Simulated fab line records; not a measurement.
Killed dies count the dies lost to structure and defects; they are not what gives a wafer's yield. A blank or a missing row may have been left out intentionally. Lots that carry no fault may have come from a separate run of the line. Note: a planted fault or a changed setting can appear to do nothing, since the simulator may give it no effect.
fab line records	flow berkeley-cmos170
record lots=15	wafers=45	last-day=12
route steps=331 shown NVT@111
lots that met no fault: taken from a fault-free run of the same line
start-h: hours from the record's opening day to when the first of the lot's shown wafers began	wait-h: how many hours have passed since the lot's step before this one	" repeats the value in the row above	L1.1+2: a single row standing in for several wafers	- value missing, or start not given	* or withheld: withheld	< > ~ a bound
route shown NAME@n: a module of which the file shows steps, and the number in the route of the first	usual: average and standard deviation across the fault-free wafers	same: alike in all rows	chamber/n: place in a boat	sites: each site's reading	_std_site: the values' standard deviation	_edge_site: outer sites' mean less inner sites'	radius-mm: for every site, how far away it sits from the centre of the wafer	mask NAME#n: copy n	behind: the most recent tool/chamber to have shaped the wafer	hold: reason for holding the lot/hours on hold/outcome of the hold	device: names the non-switching transistor (n, p or np)	end of line: at the end of the route, the tests of the same wafers	where a step has no rows: the recipe by itself	killed: at the first sort, the dies lost to defects and structure; wafer yield is something else	map: shows each die of a wafer: x if killed, . if not, _ if none is there
set.NAME: the setting that was run; set.NAME@STEP: the one run at that earlier step	model.NAME: the simulator's own value behind a step, which no gauge read
a sample of lots followed through the steps of the route, with each step as a table and each wafer as a row
services: from which hour (start-h, from the record's first day; less than 0 if before it) a tool's chamber was out of use, for how many hours, and why
## steps
# step UCB170_NVT_IMPLANT_07
# recipe species=BF2	dose-cm2=3e+12	energy-kev=50	tilt-deg=7
# usual tilt-deg=7.000/0.019
lot.wafer	tool	chamber	start-h	wait-h	tilt-deg
L346.1	implanter-04	0	117.50	0.0	6.992
L346.2	"	0	"	"	7.007
L346.5	"	0	"	"	7.015
L350.2	implanter-04	0	131.20	0.0	7.034
L350.3	"	0	"	"	6.992
L350.5	"	0	"	"	7.018
L349.1	implanter-03	0	131.28	0.1	7.007
L349.4	"	0	"	"	7.019
L349.5	"	0	"	"	7.000
L348.2	implanter-04	0	131.47	0.0	7.002
L348.3	"	0	"	"	6.986
L348.6	"	0	"	"	6.986
L351.2	implanter-02	0	153.28	0.0	7.028
L351.3	"	0	"	"	7.025
L351.6	"	0	"	"	7.034
L355.2	implanter-02	0	159.37	0.0	7.001
L355.4	"	0	"	"	7.018
L355.5	"	0	"	"	7.027
L355.2	implanter-02	0	159.68	0.3	6.988
L355.4	"	0	"	"	6.969
L355.5	"	0	"	"	6.974
L352.4	implanter-03	0	159.52	0.1	6.997
L352.5	"	0	"	"	7.009
L352.6	"	0	"	"	7.004
L353.1	implanter-04	0	159.76	0.0	6.999
L353.5	"	0	"	"	7.024
L353.6	"	0	"	"	7.011
L354.2	implanter-02	0	160.06	0.0	6.980
L354.3	"	0	"	"	6.995
L354.5	"	0	"	"	7.004
L358.2	implanter-04	0	177.96	0.0	7.000
L358.3	"	0	"	"	7.028
L358.4	"	0	"	"	7.022
L357.2	implanter-04	0	178.92	0.0	7.012
L357.3	"	0	"	"	6.999
L357.5	"	0	"	"	6.953
L363.3	implanter-04	0	204.06	0.1	6.992
L363.5	"	0	"	"	7.001
L363.6	"	0	"	"	6.994
L363.3	implanter-04	0	204.38	0.3	6.990
L363.5	"	0	"	"	6.990
L363.6	"	0	"	"	7.021
L364.2	implanter-03	0	210.75	0.0	7.006
L364.3	"	0	"	"	6.985
L364.6	"	0	"	"	6.991
L364.2	implanter-03	0	211.07	0.3	6.994
L364.3	"	0	"	"	6.996
L364.6	"	0	"	"	6.970
L367.4	implanter-04	0	216.60	0.1	7.012
L367.5	"	0	"	"	6.999
L367.6	"	0	"	"	6.982
L365.2	implanter-04	0	216.83	0.0	6.998
L365.4	"	0	"	"	7.003
L365.6	"	0	"	"	7.020
# step UCB170_NVT_TW_MEAS_09
# usual NVT_TW=526/4.6
lot.wafer	tool	chamber	start-h	wait-h	NVT_TW
L346.1	film-metro-02	-	117.75	0.1	525
L346.2	"	-	"	"	529
L346.5	"	-	"	"	525
L350.2	film-metro-01	-	131.43	0.1	529
L350.3	"	-	"	"	526
L350.5	"	-	"	"	528
L349.1	film-metro-04	-	131.53	0.1	521
L349.4	"	-	"	"	520
L349.5	"	-	"	"	522
L348.2	film-metro-02	-	131.71	0.1	521
L348.3	"	-	"	"	518
L348.6	"	-	"	"	522
L351.2	film-metro-01	-	153.52	0.1	527
L351.3	"	-	"	"	526
L351.6	"	-	"	"	527
L352.4	film-metro-04	-	159.72	0.1	525
L352.5	"	-	"	"	524
L352.6	"	-	"	"	525
L353.1	film-metro-04	-	160.01	0.1	522
L353.5	"	-	"	"	525
L353.6	"	-	"	"	520
L355.2	film-metro-04	-	160.12	0.1	650
L355.4	"	-	"	"	646
L355.5	"	-	"	"	654
L354.2	film-metro-04	-	160.29	0.1	520
L354.3	"	-	"	"	522
L354.5	"	-	"	"	521
L358.2	film-metro-01	-	178.19	0.1	529
L358.3	"	-	"	"	534
L358.4	"	-	"	"	532
L357.2	film-metro-01	-	179.16	0.1	533
L357.3	"	-	"	"	530
L357.5	"	-	"	"	531
L363.3	film-metro-04	-	204.60	0.1	653
L363.5	"	-	"	"	650
L363.6	"	-	"	"	650
L364.2	film-metro-02	-	211.30	0.1	648
L364.3	"	-	"	"	646
L364.6	"	-	"	"	649
L367.4	film-metro-01	-	216.81	0.1	533
L367.5	"	-	"	"	530
L367.6	"	-	"	"	531
L365.2	film-metro-04	-	217.06	0.1	524
L365.4	"	-	"	"	522
L365.6	"	-	"	"	522
## services
tool	chamber	start-h	hours	kind
implanter-02	-	96.01	0.5	repair
implanter-04	-	118.97	5.0	repair
implanter-02	-	128.33	3.9	repair
implanter-03	-	152.44	2.9	repair
implanter-03	-	167.13	10.2	repair
implanter-02	-	175.45	2.7	pm
implanter-03	-	180.34	6.1	repair
## key
first-sign step=UCB170_NVT_IMPLANT_07	reading=visit	direction=added
effect step=UCB170_NVT_TW_MEAS_09	reading=NVT_TW	direction=up	sigmas=27	usual=526	struck=649
met-at UCB170_NVT_IMPLANT_07
struck-lots L355,L363,L364
tester-left-out L355,L363,L364
fault kind=repeated-step-whole	tool=implanter-02,implanter-03,implanter-04	chamber=-	onset-h=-	steps=UCB170_NVT_IMPLANT_07	times=1	scope=struck-lots-only
# tester-left-out: of these lots the tester's yield and bins aren't shown, on N5 and GAA mostly nor the transistor test; their killed dies are dies lost to structure and defects alone, not to doping, threshold or leakage, so they don't give the yield
